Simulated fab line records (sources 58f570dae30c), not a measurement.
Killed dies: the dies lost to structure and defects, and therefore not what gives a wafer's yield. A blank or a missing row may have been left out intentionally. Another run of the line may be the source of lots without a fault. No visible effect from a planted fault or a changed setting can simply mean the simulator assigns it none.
One fault seen from 2 desks | flow berkeley cmos170 | what lay behind the numbers comes last; until then each desk has only its own

== AT THE TOOL OWNER'S DESK: pecvd-04 ==
The tool's own readings at UCB170_SPACER_CVD_00 (deposits SiO2 from TEOS/O2, target thk 376 nm, time 47 s): means of the sampled wafers that have a number, for each lot that ran on this tool. The brackets show how far a lot's mean lies from the usual mean; more than 4 standard deviations puts the lot out of limits, marked OUT.
Columns: A = heater power w at UCB170_SPACER_CVD_00, usual 275 W; B = pressure mtorr at UCB170_SPACER_CVD_00, usual 8999 mTorr; C = rf fwd power W at UCB170_SPACER_CVD_00, usual 545.2 W
lot  | first seen here | A   | B    | C
L697 | day 8 06:48     | 310 | 9007 | 543.7
L700 | day 8 22:16     | 295 | 8985 | 545.1
L704 | day 9 05:04     | 241 | 9003 | 545.7
L708 | day 10 09:14    | 210 | 9010 | 545.5
L719 | day 13 01:53    | 271 | 8996 | 545.1
Finding of this desk: none of the 5 lots has anything out of limits.

== AT THE METROLOGY DESK ==
What the gauges read for every lot (on any tool): the sampled wafers with a number, averaged. The brackets show how far a lot's mean lies from the usual mean; more than 4 standard deviations puts the lot out of limits, marked OUT.
Columns: A = SPACER_TEOS_THK at UCB170_SPACER_THK_MEAS_01, usual 376 nm
lot  | first seen here | A
L696 | day 7 19:38     | 376
L697 | day 8 06:52     | 379
L699 | day 8 07:05     | 370
L698 | day 8 07:22     | 375
L700 | day 8 22:18     | 376
L701 | day 8 22:20     | 381
L704 | day 9 05:06     | 372
L708 | day 10 09:17    | 386
L709 | day 10 09:23    | 374
L711 | day 11 08:43    | 377
L715 | day 12 01:28    | 375
L717 | day 12 17:29    | 376
L719 | day 13 01:56    | 372
Finding of this desk: none of the 13 lots has anything out of limits.

== TAKEN TOGETHER ==
The desk of the tool owner found nothing out of limits.
The metrology desk saw nothing out of limits.

== WHAT HAD BEEN PUT IN BY THE SIMULATOR ==
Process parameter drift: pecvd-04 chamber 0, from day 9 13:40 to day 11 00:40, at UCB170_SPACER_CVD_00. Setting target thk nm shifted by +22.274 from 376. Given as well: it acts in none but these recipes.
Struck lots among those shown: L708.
